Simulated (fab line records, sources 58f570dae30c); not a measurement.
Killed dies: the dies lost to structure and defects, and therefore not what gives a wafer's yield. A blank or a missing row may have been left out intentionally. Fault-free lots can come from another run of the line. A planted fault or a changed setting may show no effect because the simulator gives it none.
Problem report in the 8D (eight disciplines) form, filled by code + flow berkeley cmos170 + the parts of the form that need people (team, actions taken, sign-off) are left out

## 1. THE ISSUE
M2_AL_RS at UCB170_M2_RS_MEAS_02 reads a mean of 0.0347 ohm/sq on 6 wafers of 2 lots; wafers without a fault read 0.0322 ohm/sq with a standard deviation of 0.00033. Measured from the usual mean, that is +7.6 standard deviations.
The step: measures by four-point-probe.
Seen first at day 11 04:20 on film metro-04, wafer L119.2. The record holds 33 wafers of 11 lots with a number at this step. Rule for "out", or "out of limits": more than 4 standard deviations from the usual mean. All remaining wafers that have a number are taken as sound.

## 2. WHAT IT IS, WHAT IT ISN'T
| question                    | is                           | is not                                                                                            |
|-----------------------------|------------------------------|---------------------------------------------------------------------------------------------------|
| which readings at this step | M2_AL_RS                     | -                                                                                                 |
| which lots                  | L119, L121                   | L109, L110, L111, L124, L125, L128, L129, L131, L132                                              |
| which wafers of those lots  | all that have a number       | -                                                                                                 |
| read on which gauges        | film metro-02, film metro-04 | film metro-01                                                                                     |
| when                        | from day 11 04:20            | up to then (9 sound wafers); but 18 sound wafers of L124, L125, L128, L129, L131, L132 came after |

## 3. WHAT RULES OUT EACH SUSPECT
Counting: a tool stays on the suspect list if, at a process step up to the reading, it processed all lots that are out and no sound lot following the first of them.
- ruled out: the gauge at UCB170_M2_RS_MEAS_02. Those wafers that are out were read across 2 gauges (film metro-02, film metro-04).
- pvd sputter-02 at UCB170_M2_SPUTTER_01 (material Al, target thk 900 nm, time 120 s): kept. Every lot that is out went through it, starting with L119 (day 11 04:14), and after that it ran no sound lot; the last sound lot it ran before then is L111 (day 8 20:13). On those wafers its own readings are out: chamber pressure pa.
The count leaves pvd sputter-02 at UCB170_M2_SPUTTER_01.

## 4. THE CAUSE (what the simulator had put in)
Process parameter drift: pvd sputter-02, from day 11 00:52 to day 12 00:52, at UCB170_M2_SPUTTER_01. From 0.5, the setting chamber pressure pa moved by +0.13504. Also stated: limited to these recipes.
Only this tool survived the counting.

## 5. THE EFFECT CHAIN, in route order
Rows list readings where the struck wafers' mean (over those with a number) sits beyond 3 standard deviations from the usual. Scope: only readings with a usual standard deviation given in the record; hours: median across lots of the time from each lot's start at the first step in this table that gives one to its start at this step; sigmas: change in usual standard deviations.
| hours | step                  | reading             | usual         | on struck wafers | change  | sigmas      |
|-------|-----------------------|---------------------|---------------|------------------|---------|-------------|
| 0     | UCB170_M2_SPUTTER_01  | chamber pressure pa | 0.5001 Pa     | 0.6352           | +0.1351 | +99 or more |
| 0     | UCB170_M2_RS_MEAS_02  | M2_AL_RS            | 0.0322 ohm/sq | 0.0347           | +0.0025 | +7.6        |
| 0     | UCB170_M2_THK_MEAS_03 | M2_AL_THK           | 906 nm        | 841              | -65     | -6.7        |
It contains these process steps:
- UCB170_M2_SPUTTER_01: material Al, target thk 900 nm, time 120 s.
Later steps that measure or inspect, where all struck wafers having a row at the step show a number for every such reading and not one has moved that far: UCB170_M3_OVL_MEAS_16.

## 6. WHAT WOULD HAVE CAUGHT IT SOONER
The first out-of-limits reading at a measuring or inspecting step in this record came at day 11 04:20, 3 hours after the fault's start at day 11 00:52.
Tool's own readings at UCB170_M2_SPUTTER_01, chamber pressure pa: out on all struck wafers the step has rows for; an alarm limit on them would have tripped on the first.
Of the lots that are out (2), L121 began UCB170_M2_SPUTTER_01 on pvd sputter-02 after day 11 04:20. Had the tool been put on hold then, it would have been spared.
